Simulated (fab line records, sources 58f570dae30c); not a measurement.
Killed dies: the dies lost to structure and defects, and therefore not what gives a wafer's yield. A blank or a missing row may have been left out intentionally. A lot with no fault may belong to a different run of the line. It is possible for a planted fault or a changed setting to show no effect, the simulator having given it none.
Which of the tools did it? -- flow berkeley-cmos170 -- 14 lots, 42 wafers sampled, at 6 steps of a route of 331

## WHAT THE GAUGES READ, wafer by wafer
UCB170_NVT_OVL_MEAS_06.
lot,measured,on,NVT_OVL (nm)
L255,day 6 11:58,overlay-02,-10 -18 -3
L256,day 7 03:02,overlay-01,-8 -2 -3
L258,day 7 12:43,overlay-02,6 5 11
L262,day 7 21:05,overlay-02,1 -1 -4
L263,day 7 21:21,overlay-01,-11 -5 -5
L264,day 8 08:04,overlay-01,7 -2 -11
L265,day 8 23:02,overlay-01,2 -2 3
L266,day 8 23:17,overlay-02,0 2 3
L267,day 8 23:32,overlay-01,-4 -5 -5
L272,day 10 08:14,overlay-01,0 1 3
L273,day 10 13:14,overlay-02,-1 1 1
L274,day 10 13:31,overlay-01,1 1 -4
L277,day 10 23:04,overlay-02,-4 0 -6
L278,day 11 06:31,overlay-01,17 10 11

UCB170_GATE_CD_MEAS_12 targets a cd of 350 nm.
lot,measured,on,cd-nm (nm)
L255,day 7 06:43,cd-sem-01,351.7 350.8 350.4
L256,day 7 19:20,cd-sem-01,352.0 351.5 351.3
L258,day 8 08:47,cd-sem-01,348.4 348.7 350.5
L262,day 8 14:24,cd-sem-02,347.6 347.0 348.4
L263,day 8 14:41,cd-sem-01,352.5 351.3 351.4
L264,day 9 07:21,cd-sem-02,348.5 349.7 350.0
L265,day 9 16:17,cd-sem-01,352.1 352.0 351.7
L266,day 9 16:20,cd-sem-02,350.1 352.2 350.6
L267,day 9 16:01,cd-sem-01,349.8 349.8 351.1
L272,day 11 01:17,cd-sem-01,348.4 349.7 350.2
L273,day 11 01:29,cd-sem-02,350.1 349.5 349.4
L274,day 11 01:48,cd-sem-01,348.4 347.6 349.3
L277,day 11 15:54,cd-sem-01,350.4 350.7 350.3
L278,day 12 02:04,cd-sem-02,350.1 351.2 349.7

UCB170_NLDD_TW_MEAS_11.
lot,measured,on,NLDD_TW
L255,day 7 12:02,film-metro-03,2230 2216 2227
L256,day 8 00:01,film-metro-02,2190 2192 2185
L258,day 8 15:39,film-metro-02,2197 2193 2194
L262,day 8 19:07,film-metro-02,2196 2202 2184
L263,day 8 19:23,film-metro-02,2209 2202 2205
L264,day 9 12:16,film-metro-02,2207 2203 2200
L265,day 9 20:24,film-metro-03,2235 2221 2223
L266,day 9 21:06,film-metro-02,2213 2216 2205
L267,day 9 19:58,film-metro-02,2212 2224 2213
L272,day 11 07:46,film-metro-02,30 30 30 29 30 30
L273,day 11 08:27,film-metro-01,30 30 30 30 30 30
L274,day 11 08:44,film-metro-03,2228 2222 2220
L277,day 11 20:25,film-metro-02,2186 2183 2194
L278,day 12 07:13,film-metro-02,2214 2209 2218

UCB170_SDANNEAL_RS_MEAS_03: the measuring method here is four-point-probe.
lot,measured,on,NSD_RS (ohm/sq)
L255,day 7 22:07,film-metro-02,37.44 37.22 37.24
L256,day 8 13:41,film-metro-03,37.30 37.13 37.26
L258,day 9 06:28,film-metro-01,37.20 37.20 37.08
L262,day 9 06:29,film-metro-02,37.30 37.39 37.28
L263,day 9 08:04,film-metro-03,37.17 37.26 37.26
L264,day 9 23:39,film-metro-01,37.30 37.26 37.19
L265,day 10 09:40,film-metro-02,37.21 37.21 37.32
L266,day 10 09:29,film-metro-01,37.21 37.32 37.19
L267,day 10 09:14,film-metro-03,37.16 37.27 37.18
L274,day 11 18:55,film-metro-01,37.23 37.22 37.20
L277,day 12 10:41,film-metro-03,37.39 37.35 37.23
L278,day 12 17:04,film-metro-02,37.11 37.16 37.16

## WHICH TOOL RAN EACH LOT (tool, then ch and the chambers of the sampled wafers, then the start)
lot,UCB170_PLDD_STRIP_10,UCB170_NLDD_STRIP_10
L255,"plasma-asher-04 ch 0,1, day 7 09:27","plasma-asher-02 ch 0,1, day 7 11:55"
L256,"plasma-asher-01 ch 0,1, day 7 22:17","plasma-asher-03 ch 0,1, day 7 23:55"
L258,"plasma-asher-01 ch 0,1, day 8 13:21","plasma-asher-02 ch 0,1, day 8 15:33"
L262,"plasma-asher-03 ch 0,1, day 8 16:44","plasma-asher-02 ch 0,1, day 8 19:00"
L263,"plasma-asher-03 ch 0,1, day 8 17:02","plasma-asher-01 ch 0,1, day 8 19:17"
L264,"plasma-asher-04 ch 0,1, day 9 09:37","plasma-asher-02 ch 0,1, day 9 12:10"
L265,"plasma-asher-03 ch 0,1, day 9 18:25","plasma-asher-01 ch 0,1, day 9 20:18"
L266,"plasma-asher-01 ch 0,1, day 9 18:41","plasma-asher-03 ch 0,1, day 9 21:01"
L267,"plasma-asher-04 ch 0, day 9 18:07","plasma-asher-02 ch 0,1, day 9 19:51"
L272,"plasma-asher-01 ch 0,1, day 11 04:28","plasma-asher-02 ch 0, day 11 07:40"
L273,"plasma-asher-03 ch 0,1, day 11 04:46","plasma-asher-03 ch 0,1, day 11 08:20"
L274,"plasma-asher-03 ch 0,1, day 11 05:06","plasma-asher-02 ch 0,1, day 11 08:39"
L277,"plasma-asher-03 ch 0,1, day 11 18:20","plasma-asher-01 ch 0,1, day 11 20:18"
L278,"plasma-asher-01 ch 0,1, day 12 04:48","plasma-asher-02 ch 0,1, day 12 07:07"
- UCB170_PLDD_STRIP_10: strips in O2.
- UCB170_NLDD_STRIP_10: strips in O2.

## AS READ BY THE TOOLS THEMSELVES (means over the sampled wafers that have a number; for cases with no such wafer, the mark the record gives instead)
UCB170_PLDD_STRIP_10.
lot,tool,chamber-pressure-mTorr (mTorr),drypump-motor-current-A (A),o2-flow-sccm (sccm),oes-product-au (a.u.),strip-time-to-endpoint-s (s)
L255,plasma-asher-04,3500.1,5.9,400.3,0.733,21.53
L256,plasma-asher-01,3499.1,6.0,399.8,0.738,21.73
L258,plasma-asher-01,3501.5,6.0,400.0,0.738,21.70
L262,plasma-asher-03,3501.2,5.3,398.9,0.733,21.61
L263,plasma-asher-03,3501.6,5.4,399.1,0.734,21.67
L264,plasma-asher-04,3501.2,5.9,399.3,0.739,21.77
L265,plasma-asher-03,3497.0,5.1,399.6,0.735,21.71
L266,plasma-asher-01,3502.2,6.0,400.5,0.736,21.68
L267,plasma-asher-04,3501.7,5.6,400.2,0.733,21.65
L272,plasma-asher-01,-,-,-,-,-
L273,plasma-asher-03,-,-,-,-,-
L274,plasma-asher-03,3499.7,5.1,400.8,0.735,21.75
L277,plasma-asher-03,3501.3,5.3,400.6,0.733,21.50
L278,plasma-asher-01,3501.4,6.0,401.3,0.739,21.59

UCB170_NLDD_STRIP_10.
lot,tool,chamber-pressure-mTorr (mTorr),drypump-motor-current-A (A),o2-flow-sccm (sccm),oes-product-au (a.u.),strip-time-to-endpoint-s (s)
L255,plasma-asher-02,3503,5.3,401.0,0.738,21.65
L256,plasma-asher-03,3504,5.3,400.0,0.741,21.55
L258,plasma-asher-02,3502,5.3,399.9,0.729,21.57
L262,plasma-asher-02,3504,5.4,399.3,0.732,21.52
L263,plasma-asher-01,3499,6.0,400.3,0.733,21.65
L264,plasma-asher-02,3500,5.4,399.9,0.732,21.62
L265,plasma-asher-01,3499,6.0,400.6,0.735,21.62
L266,plasma-asher-03,3500,5.1,399.4,0.732,21.72
L267,plasma-asher-02,3503,5.4,400.9,0.735,21.54
L272,plasma-asher-02,3499,5.6,400.3,0.738,47.89
L273,plasma-asher-03,3503,5.1,399.7,0.739,47.91
L274,plasma-asher-02,3500,5.3,400.1,0.731,21.69
L277,plasma-asher-01,3501,6.0,400.5,0.733,21.60
L278,plasma-asher-02,3500,5.3,399.9,0.737,21.54

## THE ANSWER, worked out from the rows above alone
Rule: the usual values come from the lots themselves. Put in order of their means at a reading, lots are off if they are a third of the lots or fewer, leave a main group of 4 or more, and stand apart from it by a gap of 3 or more times the standard deviation of the main group's means; of several such gaps the widest counts. Not used: any main group whose means are identical at the precision the tables above print for the reading. Also off: a lot with no number at a reading for which 4 or more lots have one. The other lots that the step has rows for count as sound. First the gauges in route order, then the tools' own readings, where a lot's mean is used as printed above. The first step at which some lot is off is used, and at that step the reading that is off furthest; a lot without a number counts as furthest.
Off: L272, L273, seen at UCB170_NLDD_TW_MEAS_11 (NLDD_TW). For the main group the mean is 2207 and the standard deviation 13.
If a tool, at a process step before that reading, ran all the lots that are off and no sound lot after the first of them, it fits. Not tried: the gauges at UCB170_NLDD_TW_MEAS_11; whatever is off there is also off at UCB170_PLDD_STRIP_10, on other tools, and gauge error can't account for it. Not one of the candidates tried fits.

## WHAT HAD BEEN PUT IN BY THE SIMULATOR
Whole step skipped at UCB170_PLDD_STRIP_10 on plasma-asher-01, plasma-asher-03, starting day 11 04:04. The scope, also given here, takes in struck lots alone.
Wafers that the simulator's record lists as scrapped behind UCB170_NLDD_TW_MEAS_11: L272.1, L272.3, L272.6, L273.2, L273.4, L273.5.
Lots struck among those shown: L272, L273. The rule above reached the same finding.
